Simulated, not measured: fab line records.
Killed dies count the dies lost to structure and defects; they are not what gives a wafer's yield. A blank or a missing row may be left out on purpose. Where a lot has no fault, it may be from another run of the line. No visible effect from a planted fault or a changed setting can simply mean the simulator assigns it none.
Split-lot study -- flow rit_cmos -- 23 wafers read from 5 lots, route of 202 steps

== ON THE SPLIT ==
At RIT_M1_COAT_04 (resist thk 1300 nm), the setting resist_thk_nm was moved away from the recipe's 1300 nm on 4 of the 23 wafers read, by -5.2% to +2.5%. All remaining wafers had this setting at the recipe value.

== FROM THE SPLIT TO THE READING: what the file shows between them, 2 steps ==
- RIT_M1_SOFTBAKE_05: time 60 s
- RIT_M1_EXPOSE_06: exposes mask M12, target cd 2600 nm

== THE READING ==
NOVOLAK_of_M1_COAT_04.thk_nm (the simulator's own value, which no gauge read), in nm, at RIT_M1_HARDBAKE_11 (time 120 s). No usual value for it is given in the file. Average 1134 nm, standard deviation 2.1 nm, over the 19 wafers here run with the recipe.

wafer,"tool, chamber at the split","resist_thk_nm as run, nm",against the recipe,"NOVOLAK_of_M1_COAT_04.thk_nm, nm",against lot-mates on the recipe
L076.1,"litho_track-04, 0",1332,+2.5%,1166,+29
L076.3,"litho_track-04, 0",1300,recipe,1136,-
L076.4,"litho_track-04, 0",1300,recipe,1138,-
L076.6,"litho_track-04, 0",1300,recipe,1138,-
L076.5,"litho_track-04, 0",1332,+2.5%,1167,+30
L077.1,"litho_track-01, 0",1300,recipe,1134,-
L077.5,"litho_track-01, 0",1300,recipe,1136,-
L077.6,"litho_track-01, 0",1300,recipe,1136,-
L078.1,"litho_track-04, 0",1300,recipe,1132,-
L078.2,"litho_track-04, 0",1300,recipe,1133,-
L078.4,"litho_track-04, 0",1232,-5.2%,1075,-59
L078.5,"litho_track-04, 0",1300,recipe,1137,-
L078.6,"litho_track-04, 0",1232,-5.2%,1072,-62
L081.1,"litho_track-02, 0",1300,recipe,1132,-
L081.2,"litho_track-02, 0",1300,recipe,1132,-
L081.4,"litho_track-02, 0",1300,recipe,1133,-
L081.5,"litho_track-02, 0",1300,recipe,1133,-
L081.6,"litho_track-02, 0",1300,recipe,1133,-
L085.2,"litho_track-04, 0",1300,recipe,1134,-
L085.3,"litho_track-04, 0",1300,recipe,1131,-
L085.4,"litho_track-04, 0",1300,recipe,1132,-
L085.5,"litho_track-04, 0",1300,recipe,1132,-
L085.6,"litho_track-04, 0",1300,recipe,1135,-

FIT RESULTS
A straight line over all 23 wafers: NOVOLAK_of_M1_COAT_04.thk_nm changes by +11.9 nm for each +1% of resist_thk_nm; r = +0.99; the points scatter about the line by 2.3 nm.
The same after taking each lot's own level away (the mean of its wafers on the recipe; 23 wafers): +11.6 nm for each +1%; r = +1.00; scatter 1.3 nm.
According to that fit, moving resist_thk_nm by its largest amount changes the reading by 61 nm.
Measured against the standard deviation above, the lots' own levels, which go from 1132.6 to 1137.3 nm, span 2.2 times it.
So the lot-to-lot level changes the slope little: the two slopes agree.
Check: with one of the wafers moved furthest among these (-5.2%) left out of the fit, the line predicts -62 nm for it against its lot-mates. Against them it came out at -59 nm.

== THE OTHER SPLITS THESE WAFERS WENT THROUGH ==
These wafers also went through other splits before the reading. Each is held against what the fit with the lots' levels taken away leaves over:
other split on the same wafers,wafers away from the commonest value,r with NOVOLAK_of_M1_COAT_04.thk_nm (lot level and that fit taken away)
RIT_PLDD_COAT_01 resist_thk_nm,10,-0.31
RIT_PLDD_IMPLANT_08 energy_kev,7,-0.03
RIT_SPACER_ETCHBACK_05 time_s,7,-0.05
RIT_NSD_IMPLANT_08 energy_kev,11,+0.01
RIT_PSD_IMPLANT_08 energy_kev,8,-0.07
RIT_SDANNEAL_CLEAN_02 time_s,15,+0.03
RIT_SILICIDE_SPUTTER_01 power_w,11,+0.00
RIT_CONTACT_CVD_00 time_s,4,-0.07

== THE WHOLE CHAIN: every reading that the file lists as answering this split, in the file's order ==
step,what it does,reading,change (the file's fit),r (the file's)
RIT_M1_COAT_04,resist thk 1300 nm,"NOVOLAK_of_M1_COAT_04.thk_nm (the simulator's own value, which no gauge read)",+13.5 nm for each +1% of the setting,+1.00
RIT_M1_HARDBAKE_11,time 120 s,"NOVOLAK_of_M1_COAT_04.thk_nm (the simulator's own value, which no gauge read)",+11.6 nm for each +1% of the setting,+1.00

== FILE'S OWN FIT ==
NOVOLAK_of_M1_COAT_04.thk_nm changes by +11.6 nm for each +1% of resist_thk_nm, r = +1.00.
